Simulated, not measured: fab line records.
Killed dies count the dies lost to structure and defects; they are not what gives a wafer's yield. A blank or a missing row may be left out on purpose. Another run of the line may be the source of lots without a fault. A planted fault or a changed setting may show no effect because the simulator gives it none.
A struck lot beside a sound one ; flow berkeley_cmos170 ; 14 out of 331 route steps
Sound: wafers L779.1, L779.3, L779.5. Wafers struck: L770.1, L770.5, L770.6. The cause is given at the end.
Per side, at each step with rows, come the tool, then ch with its chambers, and then its first start. Under that, the readings that differ: sound wafers ; struck wafers ; difference of the means ; sigmas: that difference in standard deviations of wafers without a fault.
alike: same words and numbers on both sides, and readings whose means sit less than 2 such deviations apart. not compared: any withheld reading, any reading some wafer has no value for, any bound like >300 that may hide the same value, and any number with overlapping values for which the record gives no deviation.
A row with sigmas, a row that says differs or no value, or rows on one side alone: a step with any of these is where the two part. Numbers that have no deviation but don't overlap get no sigmas and don't part them. A reading that every wafer of one side lacks parts them only if that side has two wafers or more.

UCB170_PVT_TW_MEAS_09:
  sound on film_metro-03, day 8 22:08; struck on film_metro-01, day 6 19:55
  alike: PVT_TW
then, 1 step without rows for these wafers: UCB170_GATE_WET_ETCH_00 (etches SiO2 in dHF, time 200 s).
UCB170_FIELD_THK_MEAS_91:
  sound on film_metro-04, day 8 22:23; struck on film_metro-01, day 6 20:03
  alike: FIELD_OXIDE_LEFT_2_THK
then, 1 step without rows for these wafers: UCB170_GATE_OXIDATION_01 (target thk 6.6 nm, ox time 1800 s).
UCB170_GATE_THK_MEAS_02:
  sound on film_metro-02, day 9 03:32; struck on film_metro-02, day 7 00:21
  alike: GATE_OXIDE_THK
then, 2 steps without rows for these wafers: UCB170_GATE_ANNEAL_03 (time 1800 s); UCB170_GATE_CVD_04 (deposits poly-Si from SiH4, time 1440 s, target thk 214 nm).
UCB170_GATE_THK_MEAS_05:
  sound on film_metro-04, day 9 10:40; struck on film_metro-03, day 7 06:16
  alike: GATE_POLY_THK
then, 4 steps without rows for these wafers: UCB170_GATE_COAT_06; UCB170_GATE_COAT_07 (resist thk 900 nm); UCB170_GATE_SOFTBAKE_08 (time 60 s); UCB170_GATE_EXPOSE_09 (exposes mask POLY, target cd 350 nm).
UCB170_GATE_PEB_10:
  struck on litho_track-03, day 7 06:58; sound on litho_track-04 ch 0, day 9 11:28
  no value came back on the struck wafers for chill_plate_temp_C (C), exhaust_pa (Pa); on the sound wafers chill_plate_temp_C (C) reads 22.97 23.22 22.86
then, 1 step without rows for these wafers: UCB170_GATE_DEVELOP_11 (develop time 45 s).

WHERE THEY PART
Only at UCB170_GATE_PEB_10, within this record.

WHY: what had been put in by the simulator
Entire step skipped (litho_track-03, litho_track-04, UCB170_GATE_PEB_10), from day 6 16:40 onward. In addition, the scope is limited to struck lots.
